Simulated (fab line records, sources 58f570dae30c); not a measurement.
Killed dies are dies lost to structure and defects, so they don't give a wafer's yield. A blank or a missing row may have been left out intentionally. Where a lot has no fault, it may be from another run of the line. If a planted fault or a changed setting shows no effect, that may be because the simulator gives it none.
A lot that was struck, set against a sound lot -- flow berkeley-cmos170 -- 24 out of 331 route steps
Sound: the wafers L707.3, L707.5, L707.6. Wafers struck: L714.1, L714.2, L714.3. The cause is named last.
At each step with rows: each side's tool, then ch and its chambers, then its first start. Under that, the readings that differ: sound wafers -- struck wafers -- difference of the means -- sigmas: that difference in standard deviations of wafers without a fault.
alike: readings whose means differ by less than 2 such deviations, and words and numbers that are the same on both sides. not compared: withheld readings, readings that some wafer has no value for, bounds like >300 that may hide the same value, and numbers for which the record gives no deviation and whose values overlap.
A row with sigmas, a row that says differs or no value, or rows on one side alone: a step with any of these is where the two part. When numbers do not overlap yet have no deviation, they are printed without sigmas and do not part them. A reading that every wafer of one side lacks parts them only if that side has two wafers or more.

UCB170_V2_CD_MEAS_90: target cd 700 nm.
  sound on cd-sem-01 at day 8 13:42; struck on cd-sem-01 at day 9 13:14
  alike: cd-nm
then, 1 step without rows for these wafers: UCB170_M3_PRE_CLEAN_00 (preclean etch time 60 s).
UCB170_M3_SPUTTER_01: material Al, target thk 900 nm, time 120 s.
  sound on pvd-sputter-02 at day 8 13:51; struck on pvd-sputter-01 at day 9 13:26
  alike: throttle-valve-pct
UCB170_M3_RS_MEAS_02: a four-point-probe measurement.
  sound on film-metro-03 at day 8 13:58; struck on film-metro-03 at day 9 13:31
  alike: M3_AL_RS
UCB170_M3_THK_MEAS_03: measures by xrf.
  sound on film-metro-03 at day 8 14:04; struck on film-metro-03 at day 9 13:38
  alike: M3_AL_THK
then, 3 steps without rows for these wafers: UCB170_M3_HMDS_04 (prime time 60 s); UCB170_M3_COAT_05 (resist thk 900 nm); UCB170_M3_SOFTBAKE_06 (time 60 s).
UCB170_M3_STRIP_07: strips in O2.
  sound on plasma-asher-01 ch 0,1, day 8 14:36; struck on plasma-asher-01 ch 0,1, day 9 14:26
  alike: drypump-motor-current-A, oes-product-au, strip-time-to-endpoint-s
  not compared: rf-hours-counter-h
then, 3 steps without rows for these wafers: UCB170_M3_STRIP_08 (strips KrF in DMSO, time 600 s); UCB170_M3_COAT_09; UCB170_M3_COAT_10 (resist thk 900 nm).
UCB170_M3_SOFTBAKE_11: time 60 s.
  sound on litho-track-04 ch 0, day 8 15:00; struck on litho-track-04 ch 0, day 9 15:00
reading,sound,struck,difference,sigmas
heater-power-total-W (W),56.75 56.73 56.79,64.15 64.17 64.21,+7.42,+99 or more
plate-temp-C (C),129.94 129.62 129.79,143.01 142.71 142.90,+13.09,+99 or more
model.KrF_of_M3_COAT_10.thk-nm (nm),900.3 901.6 899.8,885.5 887.4 884.4,-14.8,
then, 2 steps without rows for these wafers: UCB170_M3_EXPOSE_12 (exposes mask METAL3, target cd 700 nm); UCB170_M3_PEB_13.
UCB170_M3_DEVELOP_14: develop time 45 s.
  sound: litho-track-02 ch 0; struck: litho-track-04 ch 0
reading,sound,struck,difference,sigmas
model.M3.cd-nm (nm),701.3 700.7 700.6,658.5 657.4 658.8,-42.6,
model.KrF_of_M3_COAT_10.thk-nm (nm),886.1 887.4 885.5,871.5 873.4 870.3,-14.6,
UCB170_M3_CD_MEAS_15: target cd 700 nm.
  sound on cd-sem-01 at day 8 16:19; struck on cd-sem-01 at day 9 15:53
reading,sound,struck,difference,sigmas
cd-nm (nm),701.2 700.8 700.5,658.5 657.2 658.9,-42.6,-30
UCB170_M3_OVL_MEAS_16:
  sound on overlay-01 at day 8 16:24; struck on overlay-01 at day 9 16:00
  alike: M3_OVL
UCB170_M3_ETCH_17: etches BARC in N2/H2.
  sound on rie-diel-03 ch 0,2,3, day 8 16:26; struck on rie-diel-03 ch 0,1,2, day 9 16:02
  alike: drypump-motor-current-A, n2-flow-sccm, oes-product-au, throttle-valve-pct
UCB170_M3_METAL_ETCH_18: etches Al in Cl2/BCl3, stops on SiO2, target depth 1170 nm, time 195 s.
  sound on rie-metal-02 ch 1, day 8 16:35; struck on rie-metal-04 ch 0,1, day 9 16:05
reading,sound,struck,difference,sigmas
model.M3.cd-nm (nm),698.7 699.6 701.6,662.8 659.7 662.6,-38.3,
  alike: drypump-motor-current-A, oes-product-au, throttle-valve-pct
  not compared: rf-hours-counter-h
UCB170_M3_STRIP_19: strips in O2.
  sound on plasma-asher-01 ch 0,1, day 8 16:53; struck on plasma-asher-01 ch 0,1, day 9 16:16
  alike: drypump-motor-current-A, oes-product-au
  not compared: rf-hours-counter-h
UCB170_M3_CD_MEAS_90: target cd 700 nm.
  sound on cd-sem-01 at day 8 16:59; struck on cd-sem-01 at day 9 16:22
reading,sound,struck,difference,sigmas
cd-nm (nm),698.6 699.8 701.5,662.6 659.7 662.6,-38.3,-13
UCB170_M3_BOW_MEAS_20:
  sound on film-metro-03 at day 8 17:06; struck on film-metro-03 at day 9 16:29
reading,sound,struck,difference,sigmas
M3_BOW (um),27 25 33,43 56 48,+21,+3
UCB170_M3_PROBE_99:
  the record has rows for the struck wafers here (prober-02, day 9 16:37) and none for the sound ones

## WHERE THEY PART
Last at UCB170_M3_PROBE_99 as far as this record goes, first at UCB170_M3_SOFTBAKE_11.

WHY: what had been put in by the simulator
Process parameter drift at UCB170_M3_SOFTBAKE_11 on litho-track-04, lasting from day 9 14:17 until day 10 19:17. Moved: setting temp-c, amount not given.
